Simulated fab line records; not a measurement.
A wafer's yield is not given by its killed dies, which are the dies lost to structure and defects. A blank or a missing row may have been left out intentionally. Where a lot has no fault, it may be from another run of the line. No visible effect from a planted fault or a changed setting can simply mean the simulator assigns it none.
2 desks looking at one fault || flow berkeley_cmos170 || each desk holds nothing but its own numbers, with what lay behind them at the end

DESK OF THE TOOL OWNER: litho_track-03
The tool's own readings at UCB170_NWELL_HMDS_06 (prime time 60 s): means of the sampled wafers that have a number, for each lot that ran on this tool. A lot is out of limits, marked OUT, if its mean lies more than 4 standard deviations from the usual mean; the brackets give that distance.
Columns: A = prime_temp_c at UCB170_NWELL_HMDS_06, usual 99.98 C
{"lot": "L101", "first seen here": "day 3 10:26", "A": 100.08}
{"lot": "L106", "first seen here": "day 4 11:53", "A": 99.92}
{"lot": "L108", "first seen here": "day 4 17:04", "A": 99.98}
{"lot": "L109", "first seen here": "day 5 00:12", "A": "94.54 (-42) OUT"}
{"lot": "L111", "first seen here": "day 5 17:44", "A": "94.51 (-42) OUT"}
This desk's verdict: out of limits on L109, L111, starting with L109 at day 5 00:12 (prime_temp_c at UCB170_NWELL_HMDS_06). L101, L106, L108: within limits.

THE METROLOGY DESK
What the gauges read, lot by lot, whatever tool the lot ran on: means of the sampled wafers that have a number. A lot is out of limits, marked OUT, if its mean lies more than 4 standard deviations from the usual mean; the brackets give that distance.
Columns: A = NWELL_NITRIDE_THK at UCB170_NWELL_THK_MEAS_05, usual 224.6 nm; B = PWELL_TW at UCB170_PWELL_TW_MEAS_17, usual 383.0; C = ACTIVE_OVL at UCB170_ACTIVE_OVL_MEAS_14, usual 0 nm
{"lot": "L996", "first seen here": "day 2 11:10", "A": 226.3, "B": 382.8, "C": -6}
{"lot": "L997", "first seen here": "day 2 11:11", "A": 224.6, "B": 386.0, "C": -0}
{"lot": "L998", "first seen here": "day 2 17:16", "A": 225.1, "B": 382.5, "C": 4}
{"lot": "L101", "first seen here": "day 3 10:14", "A": 224.3, "B": 382.1, "C": -7}
{"lot": "L102", "first seen here": "day 3 21:05", "A": 224.4, "B": 383.1, "C": 9}
{"lot": "L104", "first seen here": "day 4 02:07", "A": 224.3, "B": 382.2, "C": -1}
{"lot": "L106", "first seen here": "day 4 11:33", "A": 225.8, "B": 381.6, "C": -3}
{"lot": "L107", "first seen here": "day 4 17:00", "A": 226.1, "B": 381.4, "C": 1}
{"lot": "L108", "first seen here": "day 4 17:00", "A": 226.7, "B": 387.5, "C": -6}
{"lot": "L109", "first seen here": "day 4 23:52", "A": 222.1, "B": 386.7, "C": 1}
{"lot": "L110", "first seen here": "day 5 06:06", "A": 228.8, "B": 378.4, "C": 1}
{"lot": "L111", "first seen here": "day 5 17:41", "A": 226.8, "B": 379.4, "C": 7}
{"lot": "L113", "first seen here": "day 6 07:38", "A": 224.0, "B": 381.5, "C": -8}
{"lot": "L118", "first seen here": "day 7 01:23", "A": 221.3, "B": 381.9, "C": 6}
Result from this desk: across the 14 lots, nothing is out of limits.

BROUGHT TOGETHER
The tool owner's desk could have raised an alarm at day 5 00:12, on L109, L111.
At the metrology desk, nothing out of limits was observed.
The metrology desk has L109, L111 on record, within its limits.
All the named lots went through UCB170_NWELL_HMDS_06 on litho_track-03.

WHAT HAD BEEN PUT IN BY THE SIMULATOR
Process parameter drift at UCB170_NWELL_HMDS_06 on litho_track-03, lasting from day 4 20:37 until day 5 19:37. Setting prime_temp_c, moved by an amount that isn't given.
Struck lots among those shown: L109, L111.
How many hours passed from the start of the fault until each desk's first out-of-limits reading: the tool owner's desk, 4.
